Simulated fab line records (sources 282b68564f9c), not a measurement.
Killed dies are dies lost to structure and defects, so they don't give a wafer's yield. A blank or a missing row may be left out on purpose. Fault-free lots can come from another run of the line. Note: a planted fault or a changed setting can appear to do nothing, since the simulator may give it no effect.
Split-lot study / flow ritCmos / 23 wafers read across 5 lots, on a route 202 steps long

== THE SPLIT ITSELF ==
At RIT_PWELL_COAT_01 (resist thk 1300 nm), the setting resistThkNm was moved away from the recipe's 1300 nm on 9 of the 23 wafers read, by -5.2% to +3.1%. All remaining wafers had this setting at the recipe value.

== FROM THE SPLIT TO THE READING: what the file shows between them, 3 steps ==
- RIT_PWELL_SOFTBAKE_02: time 60 s
- RIT_PWELL_EXPOSE_03: exposes mask M3, target cd 43700 nm
- RIT_PWELL_DEVELOP_05: develop time 68 s

== THE READING ==
NOVOLAK_of_PWELL_COAT_01.thkNm (the simulator's own value, which no gauge read), in nm, at RIT_PWELL_HARDBAKE_07 (time 120 s). No usual value for it is given in the file. The 14 wafers here that ran the recipe average 1139 nm, standard deviation 2.7 nm.

wafer=L076.1; tool, chamber at the split=lithoTrack-01, 0; resistThkNm as run, nm=1300; against the recipe=recipe; NOVOLAK_of_PWELL_COAT_01.thkNm, nm=1135; against lot-mates on the recipe=-
wafer=L076.2; tool, chamber at the split=lithoTrack-01, 0; resistThkNm as run, nm=1244; against the recipe=-4.3%; NOVOLAK_of_PWELL_COAT_01.thkNm, nm=1090; against lot-mates on the recipe=-47
wafer=L076.3; tool, chamber at the split=lithoTrack-01, 0; resistThkNm as run, nm=1300; against the recipe=recipe; NOVOLAK_of_PWELL_COAT_01.thkNm, nm=1138; against lot-mates on the recipe=-
wafer=L076.4; tool, chamber at the split=lithoTrack-01, 0; resistThkNm as run, nm=1300; against the recipe=recipe; NOVOLAK_of_PWELL_COAT_01.thkNm, nm=1137; against lot-mates on the recipe=-
wafer=L076.6; tool, chamber at the split=lithoTrack-01, 0; resistThkNm as run, nm=1244; against the recipe=-4.3%; NOVOLAK_of_PWELL_COAT_01.thkNm, nm=1087; against lot-mates on the recipe=-50
wafer=L078.2; tool, chamber at the split=lithoTrack-02, 0; resistThkNm as run, nm=1300; against the recipe=recipe; NOVOLAK_of_PWELL_COAT_01.thkNm, nm=1141; against lot-mates on the recipe=-
wafer=L078.3; tool, chamber at the split=lithoTrack-02, 0; resistThkNm as run, nm=1300; against the recipe=recipe; NOVOLAK_of_PWELL_COAT_01.thkNm, nm=1146; against lot-mates on the recipe=-
wafer=L078.4; tool, chamber at the split=lithoTrack-02, 0; resistThkNm as run, nm=1300; against the recipe=recipe; NOVOLAK_of_PWELL_COAT_01.thkNm, nm=1142; against lot-mates on the recipe=-
wafer=L079.1; tool, chamber at the split=lithoTrack-01, 0; resistThkNm as run, nm=1300; against the recipe=recipe; NOVOLAK_of_PWELL_COAT_01.thkNm, nm=1138; against lot-mates on the recipe=-
wafer=L079.2; tool, chamber at the split=lithoTrack-01, 0; resistThkNm as run, nm=1233; against the recipe=-5.2%; NOVOLAK_of_PWELL_COAT_01.thkNm, nm=1078; against lot-mates on the recipe=-60
wafer=L079.3; tool, chamber at the split=lithoTrack-01, 0; resistThkNm as run, nm=1300; against the recipe=recipe; NOVOLAK_of_PWELL_COAT_01.thkNm, nm=1140; against lot-mates on the recipe=-
wafer=L079.5; tool, chamber at the split=lithoTrack-01, 0; resistThkNm as run, nm=1300; against the recipe=recipe; NOVOLAK_of_PWELL_COAT_01.thkNm, nm=1136; against lot-mates on the recipe=-
wafer=L079.6; tool, chamber at the split=lithoTrack-01, 0; resistThkNm as run, nm=1233; against the recipe=-5.2%; NOVOLAK_of_PWELL_COAT_01.thkNm, nm=1080; against lot-mates on the recipe=-58
wafer=L084.2; tool, chamber at the split=lithoTrack-02, 0; resistThkNm as run, nm=1300; against the recipe=recipe; NOVOLAK_of_PWELL_COAT_01.thkNm, nm=1138; against lot-mates on the recipe=-
wafer=L084.3; tool, chamber at the split=lithoTrack-02, 0; resistThkNm as run, nm=1340; against the recipe=+3.1%; NOVOLAK_of_PWELL_COAT_01.thkNm, nm=1175; against lot-mates on the recipe=+36
wafer=L084.6; tool, chamber at the split=lithoTrack-02, 0; resistThkNm as run, nm=1340; against the recipe=+3.1%; NOVOLAK_of_PWELL_COAT_01.thkNm, nm=1175; against lot-mates on the recipe=+36
wafer=L084.4; tool, chamber at the split=lithoTrack-02, 0; resistThkNm as run, nm=1300; against the recipe=recipe; NOVOLAK_of_PWELL_COAT_01.thkNm, nm=1140; against lot-mates on the recipe=-
wafer=L084.5; tool, chamber at the split=lithoTrack-02, 0; resistThkNm as run, nm=1300; against the recipe=recipe; NOVOLAK_of_PWELL_COAT_01.thkNm, nm=1139; against lot-mates on the recipe=-
wafer=L085.2; tool, chamber at the split=lithoTrack-02, 0; resistThkNm as run, nm=1300; against the recipe=recipe; NOVOLAK_of_PWELL_COAT_01.thkNm, nm=1137; against lot-mates on the recipe=-
wafer=L085.3; tool, chamber at the split=lithoTrack-02, 0; resistThkNm as run, nm=1254; against the recipe=-3.5%; NOVOLAK_of_PWELL_COAT_01.thkNm, nm=1097; against lot-mates on the recipe=-40
wafer=L085.4; tool, chamber at the split=lithoTrack-02, 0; resistThkNm as run, nm=1300; against the recipe=recipe; NOVOLAK_of_PWELL_COAT_01.thkNm, nm=1138; against lot-mates on the recipe=-
wafer=L085.5; tool, chamber at the split=lithoTrack-02, 0; resistThkNm as run, nm=1254; against the recipe=-3.5%; NOVOLAK_of_PWELL_COAT_01.thkNm, nm=1101; against lot-mates on the recipe=-36
wafer=L085.6; tool, chamber at the split=lithoTrack-02, 0; resistThkNm as run, nm=1254; against the recipe=-3.5%; NOVOLAK_of_PWELL_COAT_01.thkNm, nm=1099; against lot-mates on the recipe=-38

THE FIT
A straight line over all 23 wafers: NOVOLAK_of_PWELL_COAT_01.thkNm changes by +11.6 nm for each +1% of resistThkNm; r = +1.00; the points scatter about the line by 2.4 nm.
The same after taking each lot's own level away (the mean of its wafers on the recipe; 23 wafers): +11.3 nm for each +1%; r = +1.00; scatter 1.6 nm.
On that fit, the largest move of resistThkNm shifts the reading by 58 nm.
Measured against the standard deviation above, the lots' own levels, which go from 1136.7 to 1143.0 nm, span 2.4 times it.
The two slopes agree, so the slope changes little with the lot-to-lot level.
Check: -57.6 nm against its lot-mates is what the line predicts for one of the wafers moved furthest among these (-5.2%) when that wafer is left out of the fit. Against them it came out at -60 nm.

== THE OTHER SPLITS THESE WAFERS WENT THROUGH ==
These wafers also went through other splits before the reading. Each is held against what the fit with the lots' levels taken away leaves over:
other split on the same wafers=RIT_ACTIVE_COAT_06 spinRpm; wafers away from the commonest value=8; r with NOVOLAK_of_PWELL_COAT_01.thkNm (lot level and that fit taken away)=+0.03
other split on the same wafers=RIT_ACTIVE_EXPOSE_08 doseMj; wafers away from the commonest value=10; r with NOVOLAK_of_PWELL_COAT_01.thkNm (lot level and that fit taken away)=+0.13
other split on the same wafers=RIT_FOX1_OXIDATION_00 oxTimeS; wafers away from the commonest value=15; r with NOVOLAK_of_PWELL_COAT_01.thkNm (lot level and that fit taken away)=-0.06
other split on the same wafers=RIT_NWELL_COAT_01 resistThkNm; wafers away from the commonest value=8; r with NOVOLAK_of_PWELL_COAT_01.thkNm (lot level and that fit taken away)=+0.19
other split on the same wafers=RIT_NWELL_IMPLANT_08 doseCm2; wafers away from the commonest value=9; r with NOVOLAK_of_PWELL_COAT_01.thkNm (lot level and that fit taken away)=+0.21

== THE WHOLE CHAIN: every reading that the file lists as answering this split, in the file's order ==
step=RIT_PWELL_COAT_01; what it does=resist thk 1300 nm; reading=NOVOLAK_of_PWELL_COAT_01.thkNm (the simulator's own value, which no gauge read); change (the file's fit)=+13.1 nm for each +1% of the setting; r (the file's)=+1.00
step=RIT_PWELL_HARDBAKE_07; what it does=time 120 s; reading=NOVOLAK_of_PWELL_COAT_01.thkNm (the simulator's own value, which no gauge read); change (the file's fit)=+11.3 nm for each +1% of the setting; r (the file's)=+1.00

== FILE'S OWN FIT ==
NOVOLAK_of_PWELL_COAT_01.thkNm changes by +11.3 nm for each +1% of resistThkNm, r = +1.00.
